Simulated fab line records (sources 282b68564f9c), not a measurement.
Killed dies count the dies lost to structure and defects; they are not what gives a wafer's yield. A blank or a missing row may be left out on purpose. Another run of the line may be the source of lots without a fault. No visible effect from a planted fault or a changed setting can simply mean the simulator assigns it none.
Lot-split experiment ; flow rit cmos ; 5 lots, 23 wafers read, on a route of 202 steps

== ABOUT THE SPLIT ==
At RIT_PLDD_IMPLANT_08, the setting dose cm2 was moved away from the recipe's 9e+14 on 10 of the 23 wafers read, by -6.9% to +3.6%. This setting was run at the recipe's value on the other wafers.

== FROM THE SPLIT TO THE READING: what the file shows between them, 1 step ==
- RIT_PLDD_STRIP_09: strips in O2, time 180 s

== THE READING ==
PLDD_TW, at RIT_PLDD_TW_MEAS_10. On this fab line, fault-free wafers typically give 2347 with a standard deviation of 8.9.

wafer;tool, chamber at the split;dose cm2 as run;against the recipe;PLDD_TW;against lot-mates on the recipe
L075.2;implanter-02, 0;8.764e+14;-2.6%;2333;-16
L075.3;implanter-02, 0;9e+14;recipe;2343;-
L075.4;implanter-02, 0;9e+14;recipe;2354;-
L075.5;implanter-02, 0;9e+14;recipe;2349;-
L075.6;implanter-02, 0;8.764e+14;-2.6%;2342;-7
L077.2;implanter-04, 0;9e+14;recipe;2351;-
L077.3;implanter-04, 0;8.381e+14;-6.9%;2299;-47
L077.4;implanter-04, 0;8.381e+14;-6.9%;2306;-40
L077.5;implanter-04, 0;9e+14;recipe;2338;-
L077.6;implanter-04, 0;9e+14;recipe;2348;-
L078.3;implanter-04, 0;9e+14;recipe;2348;-
L078.5;implanter-04, 0;9e+14;recipe;2358;-
L078.6;implanter-04, 0;9e+14;recipe;2349;-
L080.2;implanter-01, 0;8.807e+14;-2.1%;2336;-2
L080.3;implanter-01, 0;8.807e+14;-2.1%;2327;-12
L080.4;implanter-01, 0;9e+14;recipe;2339;-
L080.5;implanter-01, 0;9e+14;recipe;2338;-
L080.6;implanter-01, 0;8.807e+14;-2.1%;2343;+4
L084.1;implanter-04, 0;9e+14;recipe;2356;-
L084.2;implanter-04, 0;9e+14;recipe;2362;-
L084.3;implanter-04, 0;9.328e+14;+3.6%;2389;+30
L084.4;implanter-04, 0;9.328e+14;+3.6%;2380;+21
L084.5;implanter-04, 0;9.328e+14;+3.6%;2380;+21

THE FIT
A straight line over all 23 wafers: PLDD_TW changes by +7.34 for each +1% of dose cm2; r = +0.94; the points scatter about the line by 7.5.
The same after taking each lot's own level away (the mean of its wafers on the recipe; 23 wafers): +5.93 for each +1%; r = +0.94; scatter 6.
Per that fit: largest dose cm2 move, reading shift of 41.
The span of the lots' own levels, 2338.5 to 2359.0, comes to 2.3 times the standard deviation stated above.
So the slope is not independent of the lot-to-lot level: the two fits are not the same.
Check: -35.8 against its lot-mates is what the line predicts for one of the wafers moved furthest among these (-6.9%) when that wafer is left out of the fit. It came out at -46.7 against them.

== OTHER SPLITS APPLIED TO THESE WAFERS ==
Before the reading, these wafers also passed through other splits. Each is held against what the fit with the lots' levels taken away leaves over:
other split on the same wafers;wafers away from the commonest value;r with PLDD_TW (lot level and that fit taken away)
RIT_ACTIVE_OXIDATION_01 ox time s;18;+0.14
RIT_ACTIVE_COAT_06 spin rpm;6;-0.13
RIT_NWELL_IMPLANT_08 energy kev;9;+0.14
RIT_NRETRO_COAT_01 spin rpm;11;+0.15
RIT_PRETRO_COAT_01 resist thk nm;4;+0.08
RIT_PRETRO_HARDBAKE_07 temp c;6;-0.18
RIT_GATE_COAT_11 spin rpm;10;+0.08
RIT_GATE_DEVELOP_15 develop time s;9;-0.08
RIT_REOX_OXIDATION_03 ox time s;18;-0.27
RIT_NLDD_COAT_01 resist thk nm;8;+0.17
RIT_NLDD_HARDBAKE_07 temp c;7;+0.20

== THE FILE'S OWN FIT ==
PLDD_TW changes by +5.8 for each +1% of dose cm2, r = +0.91.
